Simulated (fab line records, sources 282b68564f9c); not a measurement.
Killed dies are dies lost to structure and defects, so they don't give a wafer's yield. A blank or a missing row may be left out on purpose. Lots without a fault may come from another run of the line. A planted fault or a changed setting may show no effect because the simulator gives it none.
Split-lot experiment | flow rit_cmos | 5 lots, 23 wafers read, on a route of 202 steps

THE SPLIT
At RIT_ACTIVE_CVD_03 (deposits Si3N4 from SiH2Cl2/NH3, target thk 150 nm, time 1500 s), the setting temp_c was moved away from the recipe's 810 C on 20 of the 23 wafers read, by -2.8% to +2.2%. The other wafers ran this setting at the recipe's value.

FROM THE SPLIT TO THE READING: what the file shows between them, 2 steps
- RIT_ACTIVE_THK_MEAS_04
- RIT_ACTIVE_HARDBAKE_12: time 60 s (also split here: temp_c)

THE READING
oes_product_au, in a.u., at RIT_ACTIVE_ETCH_13 (etches Si3N4 in SF6, stops on SiO2, time 210 s, target depth 210 nm). Fault-free wafers of this fab line usually give 0.825 a.u., standard deviation 0.011 a.u..

wafer  | tool, chamber at the split | temp_c as run, C | against the recipe | oes_product_au, a.u. | against lot-mates on the recipe
L074.2 | -, -                       | 789.7            | -2.5%              | 0.704                | no lot-mate on the recipe
L074.3 | -, -                       | 789.7            | -2.5%              | 0.699                | no lot-mate on the recipe
L074.4 | -, -                       | 789.7            | -2.5%              | 0.700                | no lot-mate on the recipe
L074.5 | -, -                       | 789.7            | -2.5%              | 0.698                | no lot-mate on the recipe
L074.6 | -, -                       | 789.7            | -2.5%              | 0.688                | no lot-mate on the recipe
L075.1 | lpcvd-02, 1                | 810              | recipe             | 0.834                | -
L075.5 | lpcvd-02, 1                | 810              | recipe             | 0.841                | -
L075.6 | lpcvd-02, 1                | 810              | recipe             | 0.825                | -
L077.1 | -, -                       | 827.7            | +2.2%              | 0.991                | no lot-mate on the recipe
L077.3 | -, -                       | 827.7            | +2.2%              | 0.982                | no lot-mate on the recipe
L077.4 | -, -                       | 827.7            | +2.2%              | 0.976                | no lot-mate on the recipe
L077.5 | -, -                       | 827.7            | +2.2%              | 0.973                | no lot-mate on the recipe
L077.6 | -, -                       | 827.7            | +2.2%              | 0.990                | no lot-mate on the recipe
L080.1 | -, -                       | 795.8            | -1.8%              | 0.716                | no lot-mate on the recipe
L080.2 | -, -                       | 795.8            | -1.8%              | 0.717                | no lot-mate on the recipe
L080.4 | -, -                       | 795.8            | -1.8%              | 0.726                | no lot-mate on the recipe
L080.5 | -, -                       | 795.8            | -1.8%              | 0.730                | no lot-mate on the recipe
L080.6 | -, -                       | 795.8            | -1.8%              | 0.708                | no lot-mate on the recipe
L085.2 | -, -                       | 787.3            | -2.8%              | 0.675                | no lot-mate on the recipe
L085.3 | -, -                       | 787.3            | -2.8%              | 0.672                | no lot-mate on the recipe
L085.4 | -, -                       | 787.3            | -2.8%              | 0.679                | no lot-mate on the recipe
L085.5 | -, -                       | 787.3            | -2.8%              | 0.680                | no lot-mate on the recipe
L085.6 | -, -                       | 787.3            | -2.8%              | 0.679                | no lot-mate on the recipe

THE FIT
A straight line over all 23 wafers: oes_product_au changes by +0.0613 a.u. for each +1% of temp_c; r = +1.00; the points scatter about the line by 0.012 a.u..
Too few moved wafers have a lot-mate on the recipe to fit a line with each lot's own level taken away.

THE WHOLE CHAIN: every reading that the file lists as answering this split, in the file's order
step                   | what it does                                                        | reading                                                                        | change (the file's fit)                  | r (the file's)
RIT_ACTIVE_CVD_03      | deposits Si3N4 from SiH2Cl2/NH3, target thk 150 nm, time 1500 s     | Si3N4_of_ACTIVE_CVD_03.thk_nm (the simulator's own value, which no gauge read) | +21.1 nm for each +1% of the setting     | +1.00
RIT_ACTIVE_THK_MEAS_04 |                                                                     | ACTIVE_NITRIDE_THK                                                             | +21.1 for each +1% of the setting        | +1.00
RIT_ACTIVE_ETCH_13     | etches Si3N4 in SF6, stops on SiO2, time 210 s, target depth 210 nm | oes_product_au                                                                 | +0.0613 a.u. for each +1% of the setting | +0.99
RIT_ACTIVE_ETCH_13     | etches Si3N4 in SF6, stops on SiO2, time 210 s, target depth 210 nm | ACTIVE.feature_depth_nm (the simulator's own value, which no gauge read)       | +21.1 nm for each +1% of the setting     | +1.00
RIT_ACTIVE_ETCH_13     | etches Si3N4 in SF6, stops on SiO2, time 210 s, target depth 210 nm | etch.depth_nm (the simulator's own value, which no gauge read)                 | +21.1 nm for each +1% of the setting     | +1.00

THE FILE'S OWN FIT
oes_product_au changes by +0.0613 a.u. for each +1% of temp_c, r = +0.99.
